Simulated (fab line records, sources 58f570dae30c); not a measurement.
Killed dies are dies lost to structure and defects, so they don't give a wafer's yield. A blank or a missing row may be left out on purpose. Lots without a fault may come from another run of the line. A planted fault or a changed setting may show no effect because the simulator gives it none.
Split-lot experiment | flow berkeley_cmos170 | 5 lots, 23 wafers read, on a route of 331 steps

THE SPLIT
At UCB170_M3_METAL_ETCH_18 (etches Al in Cl2/BCl3, stops on SiO2, target depth 1170 nm, time 195 s), the setting time_s was moved away from the recipe's 195 s on 11 of the 23 wafers read, by -14.7% to +11.6%. The other wafers ran this setting at the recipe's value.

The file shows no step between the split and the reading.

THE READING
oes_product_au, in a.u., at UCB170_M3_STRIP_19 (strips in O2). Fault-free wafers of this fab line usually give 0.543 a.u., standard deviation 0.013 a.u..

wafer  | tool, chamber at the split | time_s as run, s | against the recipe | oes_product_au, a.u. | against lot-mates on the recipe
L074.1 | rie_metal-01, 1            | 203.5            | +4.4%              | 0.519                | -0.031
L074.2 | rie_metal-01, 0            | 203.5            | +4.4%              | 0.520                | -0.030
L074.3 | rie_metal-01, 1            | 195              | recipe             | 0.548                | -
L074.4 | rie_metal-01, 0            | 203.5            | +4.4%              | 0.506                | -0.044
L074.6 | rie_metal-01, 1            | 195              | recipe             | 0.552                | -
L079.1 | rie_metal-04, 0            | 166.4            | -14.7%             | 0.655                | +0.103
L079.2 | rie_metal-04, 1            | 166.4            | -14.7%             | 0.632                | +0.080
L079.3 | rie_metal-04, 0            | 195              | recipe             | 0.558                | -
L079.4 | rie_metal-04, 1            | 195              | recipe             | 0.527                | -
L079.5 | rie_metal-04, 0            | 195              | recipe             | 0.571                | -
L080.1 | rie_metal-02, 1            | 195              | recipe             | 0.534                | -
L080.2 | rie_metal-02, 0            | 217.7            | +11.6%             | 0.472                | -0.066
L080.3 | rie_metal-02, 1            | 217.7            | +11.6%             | 0.449                | -0.089
L080.4 | rie_metal-02, 0            | 195              | recipe             | 0.541                | -
L080.6 | rie_metal-02, 0            | 217.7            | +11.6%             | 0.462                | -0.076
L083.3 | rie_metal-02, 1            | 195              | recipe             | 0.546                | -
L083.4 | rie_metal-02, 0            | 195              | recipe             | 0.550                | -
L083.5 | rie_metal-02, 1            | 195              | recipe             | 0.545                | -
L084.2 | rie_metal-02, 1            | 195              | recipe             | 0.534                | -
L084.3 | rie_metal-02, 1            | 195              | recipe             | 0.536                | -
L084.4 | rie_metal-02, 0            | 186.9            | -4.2%              | 0.566                | +0.031
L084.5 | rie_metal-02, 0            | 186.9            | -4.2%              | 0.573                | +0.038
L084.6 | rie_metal-02, 1            | 186.9            | -4.2%              | 0.563                | +0.028

THE FIT
A straight line over all 23 wafers: oes_product_au changes by -0.00686 a.u. for each +1% of time_s; r = -0.97; the points scatter about the line by 0.011 a.u..
The same after taking each lot's own level away (the mean of its wafers on the recipe; 23 wafers): -0.00657 a.u. for each +1%; r = -0.98; scatter 0.0098 a.u..
On that fit, the largest move of time_s shifts the reading by 0.096 a.u..
The lots' own levels span 0.5350 to 0.5520 a.u., that is 1.3 times the standard deviation above.
So the lot-to-lot level changes the slope little: the two slopes agree.
Check: with one of the wafers moved furthest among these (-14.7%) left out of the fit, the line predicts +0.093 a.u. for it against its lot-mates. It came out at +0.103 a.u. against them.

OTHER SPLITS ON THESE WAFERS
These wafers also went through other splits before the reading. Each is held against what the fit with the lots' levels taken away leaves over:
other split on the same wafers   | wafers away from the commonest value | r with oes_product_au (lot level and that fit taken away)
UCB170_BACKSIDE_STRIP_03 power_w | 4                                    | -0.03
UCB170_CONTACT_COAT_04 spin_rpm  | 10                                   | +0.04
UCB170_M1_METAL_ETCH_12 time_s   | 10                                   | +0.53
UCB170_M2_PEB_13 peb_temp_c      | 7                                    | -0.12
UCB170_V2_ETCH_14 time_s         | 6                                    | +0.15

THE WHOLE CHAIN: every reading that the file lists as answering this split, in the file's order
step                    | what it does                                                           | reading                                                                   | change (the file's fit)                   | r (the file's)
UCB170_M3_METAL_ETCH_18 | etches Al in Cl2/BCl3, stops on SiO2, target depth 1170 nm, time 195 s | KrF_of_M3_COAT_10.thk_nm (the simulator's own value, which no gauge read) | -6.52 nm for each +1% of the setting      | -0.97
UCB170_M3_METAL_ETCH_18 | etches Al in Cl2/BCl3, stops on SiO2, target depth 1170 nm, time 195 s | SiO2_of_V2_CVD_00.thk_nm (the simulator's own value, which no gauge read) | -0.623 nm for each +1% of the setting     | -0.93
UCB170_M3_STRIP_19      | strips in O2                                                           | oes_product_au                                                            | -0.00651 a.u. for each +1% of the setting | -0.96

THE FILE'S OWN FIT
oes_product_au changes by -0.00651 a.u. for each +1% of time_s, r = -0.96.
